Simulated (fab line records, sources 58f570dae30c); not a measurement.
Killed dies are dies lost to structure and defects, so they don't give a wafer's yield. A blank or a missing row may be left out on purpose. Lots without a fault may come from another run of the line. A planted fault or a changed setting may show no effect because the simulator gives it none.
A struck lot beside a sound one | flow berkeley_cmos170 | 14 steps out of a route of 331
Sound: wafers L927.1, L927.2, L927.4. Struck: wafers L930.2, L930.4, L930.5. The cause comes at the end.
At each step with rows: each side's tool, then ch and its chambers, then its first start. Under that, the readings that differ: sound wafers | struck wafers | difference of the means | sigmas: that difference in standard deviations of wafers without a fault.
alike: readings whose means differ by less than 2 such deviations, and words and numbers that are the same on both sides. not compared: withheld readings, readings that some wafer has no value for, bounds like >300 that may hide the same value, and numbers for which the record gives no deviation and whose values overlap.
The two part at a step that has a row with sigmas, a row that says differs or no value, or rows on one side only. Numbers that don't overlap but have no deviation are shown without sigmas and don't part them. A reading that every wafer of one side lacks parts them only if that side has two wafers or more.

UCB170_PLDD_CD_MEAS_06: target cd 1200 nm.
  sound on cd_sem-01, day 9 08:14; struck on cd_sem-02, day 9 23:52
  alike: cd_nm
UCB170_PLDD_OVL_MEAS_07:
  sound on overlay-02, day 9 08:22; struck on overlay-01, day 9 23:59
  reading       | sound     | struck | difference | sigmas
  PLDD_OVL (nm) | -5 -12 -7 | 5 9 7  | +15        | +3
then, 2 steps without rows for these wafers: UCB170_PLDD_IMPLANT_08; UCB170_PLDD_IMPLANT_09.
UCB170_PLDD_STRIP_10: strips in O2.
  sound on plasma_asher-04 ch 0,1, day 9 08:42; struck on plasma_asher-02 ch 0,1, day 10 00:19
  alike: chamber_pressure_mTorr, drypump_motor_current_A, oes_product_au, strip_time_to_endpoint_s
  not compared: rf_hours_counter_h
UCB170_PLDD_TW_MEAS_11:
  sound on film_metro-01, day 9 08:48; struck on film_metro-01, day 10 00:25
  alike: PLDD_TW
then, 6 steps without rows for these wafers: UCB170_PLDD_CLEAN_12 (cleans in SPM, time 600 s); UCB170_NLDD_HMDS_00 (prime time 60 s); UCB170_NLDD_COAT_01 (resist thk 900 nm); UCB170_NLDD_SOFTBAKE_02 (time 60 s); UCB170_NLDD_EXPOSE_03 (exposes mask NSELECT, target cd 1200 nm); UCB170_NLDD_PEB_04.
UCB170_NLDD_DEVELOP_05: develop time 45 s.
  sound on litho_track-01 ch 0, day 9 10:00; struck on litho_track-02, day 10 02:00
  no value came back on the struck wafers for chill_plate_temp_C (C), develop_time_s (s); on the sound wafers chill_plate_temp_C (C) reads 23.03 23.04 23.09
  reading                               | sound           | struck            | difference | sigmas
  model.KrF_of_NLDD_COAT_01.thk_nm (nm) | 883.7 881.4 883 | 900.9 898.8 900.4 | +17.3      |
UCB170_NLDD_CD_MEAS_06: target cd 1200 nm.
  sound on cd_sem-02, day 9 10:25; struck on cd_sem-02, day 10 02:41
  reading    | sound                | struck | difference                    | sigmas
  cd_nm (nm) | 1198.7 1199.3 1197.3 | - - -  | no value on the struck wafers |

WHERE THEY PART
First at UCB170_PLDD_OVL_MEAS_07; last, within this record, at UCB170_NLDD_CD_MEAS_06.

WHY: what the simulator had put in
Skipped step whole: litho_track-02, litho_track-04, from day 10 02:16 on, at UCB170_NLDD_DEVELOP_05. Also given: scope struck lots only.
